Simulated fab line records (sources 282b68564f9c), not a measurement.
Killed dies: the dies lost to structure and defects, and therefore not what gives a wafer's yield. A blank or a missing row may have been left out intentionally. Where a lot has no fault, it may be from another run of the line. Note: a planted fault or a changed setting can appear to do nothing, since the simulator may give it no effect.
What tool caused it? | flow ritCmos | Sampling: 7 lots, 21 wafers, 4 of 202 route steps

## WHAT EACH GAUGE READ, for each wafer
RIT_M1_CD_MEAS_09: target cd 2600 nm.
lot  | measured    | on       | cdNm (nm)
L623 | day 3 21:53 | cdSem-01 | 2599.3 2596.8 2598.6
L625 | day 4 11:33 | cdSem-01 | 2599.5 2600.5 2601.4
L627 | day 4 17:47 | cdSem-01 | 2599.7 2600.3 2600.3
L631 | day 5 14:34 | cdSem-01 | 2600.5 2601.1 2600.0
L636 | day 6 15:19 | cdSem-01 | 2572.4 2573.3 2574.5
L640 | day 7 11:18 | cdSem-02 | 2601.1 2601.7 2601.7
L643 | day 8 02:23 | cdSem-01 | 2602.9 2604.1 2603.1

## WHAT TOOL EACH LOT RAN ON (gives the tool, then ch and the chambers of the sampled wafers, and finally the start)
lot  | RIT_PRETRO_STRIP_09                | RIT_PSD_STRIP_09                   | RIT_M1_COAT_04
L623 | plasmaAsher-04 ch 0,1, day 2 22:05 | plasmaAsher-01 ch 0,1, day 3 16:24 | lithoTrack-01 ch 0, day 3 21:02
L625 | plasmaAsher-03 ch 0,1, day 3 09:34 | plasmaAsher-03 ch 0,1, day 4 05:43 | lithoTrack-03 ch 0, day 4 10:42
L627 | plasmaAsher-01 ch 0,1, day 3 17:50 | plasmaAsher-02 ch 0,1, day 4 12:33 | lithoTrack-01 ch 0, day 4 17:04
L631 | plasmaAsher-03 ch 0,1, day 4 15:10 | plasmaAsher-03 ch 0,1, day 5 09:04 | lithoTrack-04 ch 0, day 5 13:43
L636 | plasmaAsher-01 ch 0,1, day 5 15:46 | plasmaAsher-02 ch 0,1, day 6 09:45 | lithoTrack-04 ch 0, day 6 14:25
L640 | plasmaAsher-04 ch 0,1, day 6 12:19 | plasmaAsher-01 ch 0,1, day 7 05:41 | lithoTrack-01 ch 0, day 7 10:28
L643 | plasmaAsher-04 ch 0,1, day 7 02:41 | plasmaAsher-01 ch 0,1, day 7 20:55 | lithoTrack-03 ch 0, day 8 01:32
- RIT_PRETRO_STRIP_09: strips in O2, time 180 s.
- RIT_PSD_STRIP_09: strips in O2, time 180 s.
- RIT_M1_COAT_04: resist thk 1300 nm.

## THE ANSWER, worked out from the rows above alone
Rule: the lots themselves supply what counts as usual. The widest of any qualifying gaps counts: lots, ordered by their means at a reading, are off when they make up no more than a third of the lots, leave a main group of 4 or more, and stand apart from it by 3 or more times the standard deviation of that group's means. The tables above print the reading to a certain number of digits; a main group whose means all agree to those digits is not used. A lot without any number at a reading at which 4 lots or more have one is off too. Where the step has rows for the other lots, those lots are counted as sound.
Off, at RIT_M1_CD_MEAS_09 on cdNm: L636. Main group: mean 2600.7 nm, sd 1.5.
If a tool, at a process step before that reading, ran all the lots that are off and no sound lot after the first of them, it fits. The gauges at RIT_M1_CD_MEAS_09 are tried like those tools. Can't be told from this: 3 tools fit, plasmaAsher-01 at RIT_PRETRO_STRIP_09, plasmaAsher-02 at RIT_PSD_STRIP_09, lithoTrack-04 at RIT_M1_COAT_04.

## WHAT THE SIMULATOR PUT IN
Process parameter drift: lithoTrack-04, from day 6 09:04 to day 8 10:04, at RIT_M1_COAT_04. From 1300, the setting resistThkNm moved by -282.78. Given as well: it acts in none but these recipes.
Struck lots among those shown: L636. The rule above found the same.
